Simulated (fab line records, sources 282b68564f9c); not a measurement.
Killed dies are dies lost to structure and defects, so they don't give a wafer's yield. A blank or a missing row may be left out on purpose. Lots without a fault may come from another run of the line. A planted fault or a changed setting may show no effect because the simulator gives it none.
Problem report in the 8D (eight disciplines) form, filled by code | flow rit_cmos | the parts of the form that need people (team, actions taken, sign-off) are left out

1. THE PROBLEM
run_length_s at RIT_SPACER_ETCHBACK_05 reads a mean of 250.5 s on 1 wafer of 1 lot; wafers without a fault read 268.2 s with a standard deviation of 0.41. That is -43 standard deviations from the usual mean.
The step: etches Si3N4 in SF6/CHF3, stops on SiO2, target depth 250 nm, time 240 s.
First seen on wafer L444.4, day 5 16:30, on rie_diel-04. The record holds 15 wafers of 5 lots with a number at this step. Rule for "out", or "out of limits": more than 4 standard deviations from the usual mean. The other wafers with a number count as sound.

2. WHAT IT IS AND WHAT IT IS NOT
question                    | is                           | is not
which readings at this step | run_length_s, oes_product_au | SF6_flow_sccm, drypump_motor_current_A, throttle_valve_pct
which lots                  | L444                         | L431, L434, L447, L451
which wafers of those lots  | L444.4                       | L444.3, L444.5
read on which tools         | rie_diel-04                  | rie_diel-01, rie_diel-02
when                        | from day 5 16:30             | up to then (8 sound wafers); but 6 sound wafers of L447, L451 came after

3. SUSPECTS, AND WHAT RULES EACH OUT
Counting: a tool at a process step up to the reading stays a suspect if it ran every lot that is out. Sound lots after the first of them don't rule it out here, since some wafers of a struck lot are sound.
- plasma_asher-02 at RIT_PLDD_STRIP_09 (strips in O2, time 180 s): kept. It ran the lot that is out, L444 (day 5 13:58); its last sound lot up to then is L434 (day 3 14:57).
- rie_diel-04 at RIT_SPACER_ETCHBACK_05 (etches Si3N4 in SF6/CHF3, stops on SiO2, target depth 250 nm, time 240 s): kept. It ran the lot that is out, L444 (day 5 16:30); its last sound lot up to then is L431 (day 3 00:47). Its own readings are out on those wafers: oes_product_au, run_length_s.
- Within rie_diel-04 at RIT_SPACER_ETCHBACK_05: the wafers that are out ran in chamber 2; their sound lot-mates ran in chambers 0, 1.
Left after counting: plasma_asher-02 at RIT_PLDD_STRIP_09, rie_diel-04 at RIT_SPACER_ETCHBACK_05.

4. THE CAUSE (what the simulator had put in)
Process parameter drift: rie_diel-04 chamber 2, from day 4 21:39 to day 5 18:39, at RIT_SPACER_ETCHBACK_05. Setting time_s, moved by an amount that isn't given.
Counting left 2 suspects, and this tool is among them.

5. THE CHAIN OF EFFECTS, in route order
Each row: a reading whose mean over the struck wafers that have a number lies more than 3 standard deviations from the usual. Only readings for which the record gives a usual standard deviation are gone through. hours: the time from each lot's start at the first step in this table that gives one to its start at this step, as a median over the lots. sigmas: the change in usual standard deviations.
hours | step                   | reading        | usual      | on struck wafers | change | sigmas
0     | RIT_SPACER_ETCHBACK_05 | oes_product_au | 0.827 a.u. | 0.935            | +0.108 | +13
0     | RIT_SPACER_ETCHBACK_05 | run_length_s   | 268.2 s    | 250.5            | -17.7  | -43
The process steps in it:
- RIT_SPACER_ETCHBACK_05: etches Si3N4 in SF6/CHF3, stops on SiO2, target depth 250 nm, time 240 s.
Later measuring or inspecting steps at which every struck wafer that the step has a row for has a number for every such reading, and none has moved that far: RIT_NSD_OVL_MEAS_06, RIT_NSD_TW_MEAS_10, RIT_PSD_OVL_MEAS_06, RIT_PSD_TW_MEAS_10, RIT_SDANNEAL_RS_MEAS_04, RIT_SDANNEAL_RS_MEAS_05, RIT_SDANNEAL_RS_MEAS_06.

6. WHAT WOULD HAVE CAUGHT IT SOONER
In this record the first reading out of limits was taken at day 5 16:30, 19 hours after the fault began at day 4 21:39.
